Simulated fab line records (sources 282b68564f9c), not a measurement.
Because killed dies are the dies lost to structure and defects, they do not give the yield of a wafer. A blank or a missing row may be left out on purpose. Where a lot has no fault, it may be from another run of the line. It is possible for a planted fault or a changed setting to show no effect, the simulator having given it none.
A lot that was struck, set against a sound lot + flow rit_cmos + 14 steps out of a route of 202
Sound: the wafers L231.2, L231.4, L231.5. Wafers struck: L250.1, L250.3, L250.6. At the end, the cause is stated.
Per side, at each step with rows, come the tool, then ch with its chambers, and then its first start. Under that, the readings that differ: sound wafers + struck wafers + difference of the means + sigmas: that difference in standard deviations of wafers without a fault.
alike: words and numbers the same on both sides, and readings whose means are apart by under 2 such deviations; not compared: readings that were withheld, readings missing a value for some wafer, numbers with overlapping values and no deviation given by the record, and bounds like >300 which may hide the same value.
A row with sigmas, a row that says differs or no value, or rows on one side alone: a step with any of these is where the two part. Non-overlapping numbers with no deviation appear without sigmas and do not part them. A reading missing from all wafers of one side parts the sides only when that side holds two or more wafers.

first, 3 steps without rows for these wafers: RIT_SDANNEAL_CLEAN_00 (cleans in SC1, time 600 s); RIT_SDANNEAL_CLEAN_01 (cleans in dHF, time 30 s); RIT_SDANNEAL_CLEAN_02 (cleans in SC2, time 600 s).
RIT_SDANNEAL_RTA_03: time 5 s.
  sound on rtp_anneal-02 ch 0, day 3 10:43; struck on rtp_anneal-01 ch 0, day 7 12:03
  alike: anneal_temp_c_max, chamber_o2_ppm, ramp_up_c_per_s, wafer_temp_C_max
RIT_SDANNEAL_RS_MEAS_04: measures by four-point-probe.
  sound: film_metro-03 at day 3 10:47; struck: film_metro-04 at day 7 12:07
  alike: PSD_RS
RIT_SDANNEAL_RS_MEAS_05: measures by four-point-probe.
  sound: film_metro-03 at day 3 10:55; struck: film_metro-04 at day 7 12:14
  alike: NSD_RS
RIT_SDANNEAL_RS_MEAS_06: measures by four-point-probe.
  sound: film_metro-03 at day 3 11:02; struck: film_metro-04 at day 7 12:21
  alike: PLDD_RS
RIT_SDANNEAL_RS_MEAS_07: measures by four-point-probe.
  sound: film_metro-03 at day 3 11:09; struck: film_metro-04 at day 7 12:28
  alike: NLDD_RS
then, 1 step without rows for these wafers: RIT_SILICIDE_WET_ETCH_00 (etches SiO2 in BOE, target depth 14 nm, time 15 s).
RIT_SILICIDE_SPUTTER_01: material Ti, target thk 30 nm, time 240 s.
  sound: pvd_sputter-03 at day 3 11:16; struck: pvd_sputter-01 at day 7 12:36
  alike: chamber_pressure_pa, throttle_valve_pct
RIT_SILICIDE_RS_MEAS_02: measures by four-point-probe.
  sound: film_metro-02 at day 3 11:26; struck: film_metro-02 at day 7 12:45
  alike: SILICIDE_TI_RS
RIT_SILICIDE_THK_MEAS_03: measures by xrf.
  sound: film_metro-02 at day 3 11:33; struck: film_metro-02 at day 7 12:52
  alike: SILICIDE_TI_THK
RIT_SILICIDE_RTA_04: time 10 s, ramp up 5 s, ramp down 5 s.
  struck on rtp_anneal-02, day 7 12:56; sound on rtp_anneal-01 ch 0, day 3 11:37
  no value came back on the struck wafers for anneal_temp_c_max, chamber_o2_ppm, wafer_temp_C_max; on the sound wafers anneal_temp_c_max reads 652.3 652.8 652.9
then, 1 step without rows for these wafers: RIT_SILICIDE_WET_ETCH_05 (etches Ti in SPM, time 120 s).

## WHERE THEY PART
At RIT_SILICIDE_RTA_04 and nowhere else, as far as this record goes.

WHY: what the simulator had put in
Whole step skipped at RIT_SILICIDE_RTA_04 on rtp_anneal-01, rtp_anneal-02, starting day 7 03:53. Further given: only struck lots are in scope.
